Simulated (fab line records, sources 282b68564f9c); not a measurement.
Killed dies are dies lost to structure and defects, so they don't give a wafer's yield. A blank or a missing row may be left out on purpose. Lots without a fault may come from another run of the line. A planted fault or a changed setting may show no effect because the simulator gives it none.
A struck lot beside a sound one | flow rit_cmos | 11 steps out of a route of 202
Sound: wafers L626.2, L626.3, L626.6. Struck: wafers L641.1, L641.4, L641.6. The cause comes at the end.
At each step with rows: each side's tool, then ch and its chambers, then its first start. Under that, the readings that differ: sound wafers | struck wafers | difference of the means | sigmas: that difference in standard deviations of wafers without a fault.
alike: readings whose means differ by less than 2 such deviations, and words and numbers that are the same on both sides. not compared: withheld readings, readings that some wafer has no value for, bounds like >300 that may hide the same value, and numbers for which the record gives no deviation and whose values overlap.
The two part at a step that has a row with sigmas, a row that says differs or no value, or rows on one side only. Numbers that don't overlap but have no deviation are shown without sigmas and don't part them. A reading that every wafer of one side lacks parts them only if that side has two wafers or more.

RIT_ACTIVE_BOW_MEAS_00:
  sound on film_metro-04, day 1 20:01; struck on film_metro-01, day 4 23:00
  alike: INCOMING_BOW
then, 1 step without rows for these wafers: RIT_ACTIVE_OXIDATION_01 (target thk 46.8 nm, ox time 3360 s).
RIT_ACTIVE_THK_MEAS_02:
  sound on film_metro-04, day 1 22:04; struck on film_metro-01, day 5 01:03
  reading               | sound          | struck         | difference | sigmas
  ACTIVE_OXIDE_THK (nm) | 45.4 45.9 45.0 | 46.9 47.2 47.9 | +1.9       | +2
then, 1 step without rows for these wafers: RIT_ACTIVE_CVD_03 (deposits Si3N4 from SiH2Cl2/NH3, target thk 150 nm, time 1500 s).
RIT_ACTIVE_THK_MEAS_04:
  sound on film_metro-01, day 2 01:19; struck on film_metro-01, day 5 02:32
  alike: ACTIVE_NITRIDE_THK
then, 3 steps without rows for these wafers: RIT_ACTIVE_HMDS_05 (prime time 60 s); RIT_ACTIVE_COAT_06 (resist thk 1000 nm); RIT_ACTIVE_SOFTBAKE_07 (time 60 s).
RIT_ACTIVE_EXPOSE_08: exposes mask M1, target cd 1400 nm.
  sound on iline_stepper-02 ch 0, day 2 01:50; struck on iline_stepper-01 ch 0, day 5 03:02
  reading                        | sound                | struck            | difference | sigmas
  model.ACTIVE.overlay_x_nm (nm) | -1.912 -1.912 -1.912 | 7.741 7.741 7.741 | +9.653     |
  alike: mask, focus_offset_nm
then, 1 step without rows for these wafers: RIT_ACTIVE_PEB_09.
RIT_M1_PROBE_99:
  the record has rows for the struck wafers here (prober-02, day 6 21:58) and none for the sound ones

WHERE THEY PART
First at RIT_ACTIVE_THK_MEAS_02; last, within this record, at RIT_M1_PROBE_99.

WHY: what the simulator had put in
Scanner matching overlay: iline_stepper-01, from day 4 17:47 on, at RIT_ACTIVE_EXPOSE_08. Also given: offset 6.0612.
